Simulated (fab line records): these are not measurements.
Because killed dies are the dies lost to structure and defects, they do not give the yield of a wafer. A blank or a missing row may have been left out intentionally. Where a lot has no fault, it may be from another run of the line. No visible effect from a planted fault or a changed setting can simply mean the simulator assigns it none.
The tool behind it: which one? ; flow berkeleyCmos170 ; Sampling: 14 lots, 42 wafers, 4 of 331 route steps

## WHAT THE GAUGES READ, wafer by wafer
UCB170_FIELD_THK_MEAS_90.
lot;measured;on;FIELD_OXIDE_LEFT_1_THK (nm)
L449;day 4 22:18;filmMetro-03;461 458 459
L450;day 4 22:18;filmMetro-02;453 457 458
L451;day 4 22:18;filmMetro-04;459 447 449
L453;day 5 09:53;filmMetro-02;424 442 432
L457;day 6 16:20;filmMetro-03;436 438 429
L459;day 6 18:43;filmMetro-03;425 428 429
L460;day 7 09:38;filmMetro-04;448 439 442
L461;day 7 09:38;filmMetro-02;459 462 465
L462;day 7 14:50;filmMetro-03;455 457 460
L464;day 7 17:44;filmMetro-04;435 446 445
L469;day 9 02:22;filmMetro-03;448 444 451
L470;day 9 11:01;filmMetro-04;432 436 428
L471;day 9 11:01;filmMetro-03;430 430 421
L472;day 9 18:01;filmMetro-04;433 425 428

UCB170_V1_THK_MEAS_04.
lot;measured;on;V1_POLISHED_THK (nm)
L449;day 7 04:11;filmMetro-01;997.6 1000.6 1000.0
L450;day 7 04:29;filmMetro-02;997.6 999.1 998.2
L451;day 7 04:11;filmMetro-02;999.0 998.7 999.2
L453;day 7 20:27;filmMetro-03;999.9 999.6 1001.2
L457;day 9 08:58;filmMetro-01;1001.1 1001.1 1001.3
L459;day 9 08:41;filmMetro-03;1001.4 998.9 999.3
L460;day 9 17:54;filmMetro-02;1000.5 1001.7 1000.2
L461;day 9 17:49;filmMetro-01;1001.6 1000.1 1000.4
L462;day 10 09:21;filmMetro-02;999.8 998.7 1000.8
L464;day 10 01:49;filmMetro-01;1000.1 999.6 999.6
L469;day 11 14:46;filmMetro-02;1001.5 1001.2 999.2
L470;day 12 01:13;filmMetro-02;1000.5 1000.2 999.4
L471;day 12 01:13;filmMetro-03;999.1 998.9 1000.3
L472;day 12 14:08;filmMetro-02;1001.0 1002.1 998.7

UCB170_M2_CD_MEAS_15 targets a cd of 700 nm.
lot;measured;on;cdNm (nm)
L449;day 7 08:18;cdSem-01;697.2 699.1 698.6
L450;day 7 08:50;cdSem-01;700.8 701.5 702.6
L451;day 7 08:29;cdSem-02;696.4 696.6 698.0
L453;day 7 23:59;cdSem-02;700.9 700.4 700.0
L457;day 9 15:29;cdSem-01;699.3 699.3 698.3
L459;day 9 17:20;cdSem-02;701.3 700.1 701.9
L460;day 9 22:51;cdSem-01;700.0 700.8 701.6
L461;day 9 23:08;cdSem-02;700.1 699.9 699.7
L462;day 10 13:29;cdSem-02;699.1 699.8 699.6
L464;day 10 05:21;cdSem-02;699.9 700.7 700.5
L469;day 11 18:21;cdSem-02;699.9 699.3 699.3
L470;day 12 08:24;cdSem-02;698.1 698.2 698.5
L471;day 12 08:31;cdSem-02;698.2 699.1 699.1
L472;day 12 18:04;cdSem-01;696.6 698.9 696.7

## WHAT TOOL EACH LOT RAN ON (gives the tool, then ch and the chambers of the sampled wafers, and finally the start)
lot;UCB170_PWELL_CLEAN_00
L449;wetBench-03 ch 3, day 2 10:45
L450;wetBench-02 ch 0, day 2 14:53
L451;wetBench-02 ch 2, day 2 14:53
L453;wetBench-02 ch 3, day 3 04:28
L457;wetBench-03 ch 1, day 4 07:56
L459;wetBench-04 ch 1, day 4 12:50
L460;wetBench-04 ch 2, day 4 23:08
L461;wetBench-04 ch 2, day 4 23:08
L462;wetBench-03 ch 3, day 5 06:32
L464;wetBench-04 ch 2, day 5 12:15
L469;wetBench-03 ch 0, day 6 15:19
L470;wetBench-04 ch 1, day 6 21:26
L471;wetBench-02 ch 0, day 7 04:00
L472;wetBench-02 ch 1, day 7 09:38
- UCB170_PWELL_CLEAN_00: cleans in SPM, time 600 s.

## WHAT THE TOOLS THEMSELVES READ (means of the sampled wafers that have a number; where no wafer has one, the mark that the record gives instead)
UCB170_PWELL_CLEAN_00.
lot;tool;bathGuardTempC (C);bathHeatDutyPct (%)
L449;wetBench-03;119.6;12.5
L450;wetBench-02;120.6;12.3
L451;wetBench-02;119.7;11.7
L453;wetBench-02;120.2;14.9
L457;wetBench-03;119.8;11.5
L459;wetBench-04;119.9;12.6
L460;wetBench-04;119.5;14.1
L461;wetBench-04;119.7;13.1
L462;wetBench-03;119.7;12.8
L464;wetBench-04;119.8;13.4
L469;wetBench-03;-;-
L470;wetBench-04;-;-
L471;wetBench-02;120.6;12.0
L472;wetBench-02;120.2;13.0

## THE ANSWER, worked out from the rows above alone
Rule: the lots themselves supply what counts as usual. The widest of any qualifying gaps counts: lots, ordered by their means at a reading, are off when they make up no more than a third of the lots, leave a main group of 4 or more, and stand apart from it by 3 or more times the standard deviation of that group's means. A main group is skipped when, at the precision printed for the reading in the tables above, its means are all equal. Also off: a lot with no number at a reading for which 4 or more lots have one. Any other lot the step has rows for is counted as sound. The gauges are gone through in route order, then the tools' own readings, and for those a lot's mean is taken as printed above. At the first step where some lot is off, the reading lying furthest off is the one used; lots without a number count as furthest.
Off, at UCB170_PWELL_CLEAN_00 on bathGuardTempC: L469, L470. Without a number there: L469, L470. The main group has a mean of 119.9 C with a standard deviation of 0.36.
If a tool, at that step or one of the process steps before it, ran each lot that is off and ran no sound lot following the first of them, it fits. Of those tried, none fits.

## WHAT WAS PUT IN BY THE SIMULATOR
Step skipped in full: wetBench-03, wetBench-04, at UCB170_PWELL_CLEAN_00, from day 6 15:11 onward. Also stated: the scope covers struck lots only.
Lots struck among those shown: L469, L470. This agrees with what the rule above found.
